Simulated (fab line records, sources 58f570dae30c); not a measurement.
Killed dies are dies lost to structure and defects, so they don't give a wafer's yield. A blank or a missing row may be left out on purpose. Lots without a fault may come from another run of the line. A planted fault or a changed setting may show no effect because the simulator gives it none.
Which tool did it? | flow berkeley_cmos170 | 14 lots, 42 wafers sampled, at 5 steps of a route of 331

WHAT THE GAUGES READ, wafer by wafer
UCB170_PVT_TW_MEAS_09. Usual: PVT_TW 503, standard deviation 3.8.
lot  | measured     | on            | PVT_TW      | flag
L178 | day 6 17:35  | film_metro-03 | 509 507 507 |
L179 | day 6 17:49  | film_metro-02 | 503 503 505 |
L181 | day 6 18:06  | film_metro-02 | 504 505 502 |
L180 | day 6 18:22  | film_metro-04 | 499 499 503 |
L183 | day 7 11:43  | film_metro-03 | 504 506 508 |
L182 | day 7 11:58  | film_metro-03 | 504 507 507 |
L186 | day 8 07:35  | film_metro-02 | 501 501 504 |
L184 | day 8 08:18  | film_metro-04 | 497 493 496 |
L188 | day 8 14:46  | film_metro-03 | 468 468 470 | OFF
L191 | day 9 17:10  | film_metro-02 | 466 466 465 | OFF
L195 | day 10 02:35 | film_metro-02 | 507 505 505 |
L197 | day 11 06:51 | film_metro-02 | 505 507 503 |
L199 | day 11 07:20 | film_metro-03 | 506 510 508 |
L201 | day 11 18:42 | film_metro-04 | 500 501 500 |

UCB170_M1_RS_MEAS_01: measures by four-point-probe. Usual: M1_AL_RS 0.0483 ohm/sq, standard deviation 0.00054.
lot  | measured     | on            | M1_AL_RS (ohm/sq)    | flag
L178 | day 8 10:11  | film_metro-03 | 0.0479 0.0479 0.0480 |
L179 | day 8 10:45  | film_metro-04 | 0.0481 0.0480 0.0479 |
L181 | day 8 10:35  | film_metro-03 | 0.0488 0.0487 0.0487 |
L180 | day 8 10:28  | film_metro-04 | 0.0482 0.0482 0.0487 |
L183 | day 9 03:33  | film_metro-03 | 0.0485 0.0484 0.0482 |
L182 | day 9 04:28  | film_metro-04 | 0.0483 0.0483 0.0483 |
L186 | day 10 02:02 | film_metro-03 | 0.0491 0.0487 0.0486 |
L184 | day 10 00:55 | film_metro-04 | 0.0481 0.0481 0.0484 |
L188 | day 10 02:21 | film_metro-03 | 0.0496 0.0491 0.0495 |
L191 | day 11 12:54 | film_metro-01 | 0.0489 0.0485 0.0489 |
L195 | day 11 20:43 | film_metro-01 | 0.0486 0.0485 0.0485 |
L197 | day 13 01:35 | film_metro-01 | 0.0489 0.0492 0.0490 |
L199 | day 13 00:56 | film_metro-03 | 0.0489 0.0491 0.0486 |
L201 | day 13 08:32 | film_metro-01 | 0.0482 0.0479 0.0481 |

UCB170_V1_CD_MEAS_90: target cd 700 nm. Usual: cd_nm 700.4 nm, standard deviation 1.5.
lot  | measured     | on        | cd_nm (nm)        | flag
L178 | day 8 15:36  | cd_sem-02 | 698.2 700.0 698.1 |
L179 | day 8 17:21  | cd_sem-01 | 700.4 701.4 699.9 |
L181 | day 8 17:07  | cd_sem-02 | 700.7 700.1 701.6 |
L180 | day 8 16:52  | cd_sem-02 | 700.7 701.9 700.6 |
L183 | day 9 09:07  | cd_sem-01 | 698.7 697.3 699.5 |
L182 | day 9 10:27  | cd_sem-02 | 702.9 703.5 702.8 |
L186 | day 10 08:45 | cd_sem-01 | 702.4 702.7 703.2 |
L184 | day 10 06:26 | cd_sem-02 | 700.8 700.5 700.4 |
L188 | day 10 10:31 | cd_sem-02 | 700.8 699.8 702.6 |
L191 | day 11 18:55 | cd_sem-02 | 701.9 700.2 702.6 |
L195 | day 12 02:26 | cd_sem-02 | 699.8 697.7 698.5 |
L197 | day 13 08:17 | cd_sem-01 | 698.6 698.9 697.6 |
L199 | day 13 06:14 | cd_sem-01 | 699.5 701.9 700.1 |
L201 | day 13 15:21 | cd_sem-01 | 699.7 700.3 699.2 |

UCB170_V2_OVL_MEAS_13. Usual: V2_OVL 5 nm, standard deviation 5.7.
lot  | measured     | on         | V2_OVL (nm) | flag
L178 | day 8 20:12  | overlay-01 | 3 7 -3      |
L179 | day 8 23:56  | overlay-01 | 5 7 6       |
L181 | day 8 23:54  | overlay-01 | 6 6 3       |
L180 | day 8 21:35  | overlay-01 | 5 6 0       |
L183 | day 9 13:38  | overlay-01 | 0 1 6       |
L182 | day 9 15:24  | overlay-01 | 8 9 6       |
L186 | day 10 13:28 | overlay-02 | 4 -1 3      |
L184 | day 10 11:08 | overlay-01 | 10 6 13     |
L188 | day 10 15:27 | overlay-02 | 1 -1 6      |
L191 | day 12 00:56 | overlay-02 | 0 2 -6      |
L195 | day 12 08:14 | overlay-02 | 11 9 10     |
L197 | day 13 14:46 | overlay-02 | 7 10 10     |
L199 | day 13 12:53 | overlay-02 | 9 6 11      |
L201 | day 13 21:22 | overlay-01 | 3 7 -1      |

WHICH TOOL RAN EACH LOT (tool, then ch and the chambers of the sampled wafers, then the start)
lot  | UCB170_PVT_IMPLANT_07
L178 | implanter-02 ch 0, day 6 17:22
L179 | implanter-03 ch 0, day 6 17:34
L181 | implanter-02 ch 0, day 6 17:53
L180 | implanter-01 ch 0, day 6 18:08
L183 | implanter-01 ch 0, day 7 11:31
L182 | implanter-03 ch 0, day 7 11:43
L186 | implanter-03 ch 0, day 8 07:20
L184 | implanter-01 ch 0, day 8 08:04
L188 | implanter-03 ch 0, day 8 14:29
L191 | implanter-03 ch 0, day 9 16:55
L195 | implanter-02 ch 0, day 10 02:20
L197 | implanter-01 ch 0, day 11 06:37
L199 | implanter-01 ch 0, day 11 07:05
L201 | implanter-01 ch 0, day 11 18:27
- UCB170_PVT_IMPLANT_07

WHAT THE TOOLS THEMSELVES READ (means of the sampled wafers that have a number; where no wafer has one, the mark that the record gives instead)
UCB170_PVT_IMPLANT_07. Usual: beam_on_s 10.02 s, standard deviation 0.19; faraday_current_uA 6.34, standard deviation 0.12.
lot  | tool         | beam_on_s (s) | faraday_current_uA | flag
L178 | implanter-02 | 9.98          | 6.34               |
L179 | implanter-03 | 10.14         | 6.27               |
L181 | implanter-02 | 10.01         | 6.32               |
L180 | implanter-01 | 10.10         | 6.28               |
L183 | implanter-01 | 9.95          | 6.38               |
L182 | implanter-03 | 10.10         | 6.30               |
L186 | implanter-03 | 10.12         | 6.29               |
L184 | implanter-01 | 10.00         | 6.36               |
L188 | implanter-03 | 7.62          | 8.32               | OFF
L191 | implanter-03 | 7.56          | 8.37               | OFF
L195 | implanter-02 | 10.06         | 6.29               |
L197 | implanter-01 | 10.02         | 6.33               |
L199 | implanter-01 | 9.89          | 6.41               |
L201 | implanter-01 | 10.03         | 6.33               |

THE ANSWER, worked out from the rows above alone
Rule: a lot is off if the mean of its wafers that have a number lies more than 3 standard deviations from the usual mean. A lot without any number at a reading at which 4 lots or more have one is off too. The other lots that the step has rows for count as sound. The gauges are gone through in route order, then the tools' own readings, and for those a lot's mean is taken as printed above. The first step at which some lot is off is used, and at that step the reading that is off furthest; a lot without a number counts as furthest.
Off: L188, L191, at UCB170_PVT_TW_MEAS_09 (PVT_TW).
A tool fits if, at a process step before that reading, it ran every lot that is off, and no sound lot after the first of them. The gauges at UCB170_PVT_TW_MEAS_09 aren't tried: what is off there is off at UCB170_PVT_IMPLANT_07 too, on other tools, and a gauge's error can't cause that. One fits: implanter-03 at UCB170_PVT_IMPLANT_07. Its last sound lot is L186 (day 8 07:20), its first lot that is off L188 (day 8 14:29): a fault that began between those two fits.
The tool's own readings at UCB170_PVT_IMPLANT_07 bear it out: on the lots that are off they differ by more than 5 times the standard deviation of the sound lots' means. beam_on_s reads 7.59 s there against 10.03 s on the sound lots; faraday_current_uA reads 8.34 there against 6.33 on the sound lots.

WHAT THE SIMULATOR HAD PUT IN
Process parameter drift: implanter-03, from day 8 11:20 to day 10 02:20, at UCB170_PVT_IMPLANT_07. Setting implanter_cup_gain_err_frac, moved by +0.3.
Lots struck among those shown: L188, L191. The rule above found the same.
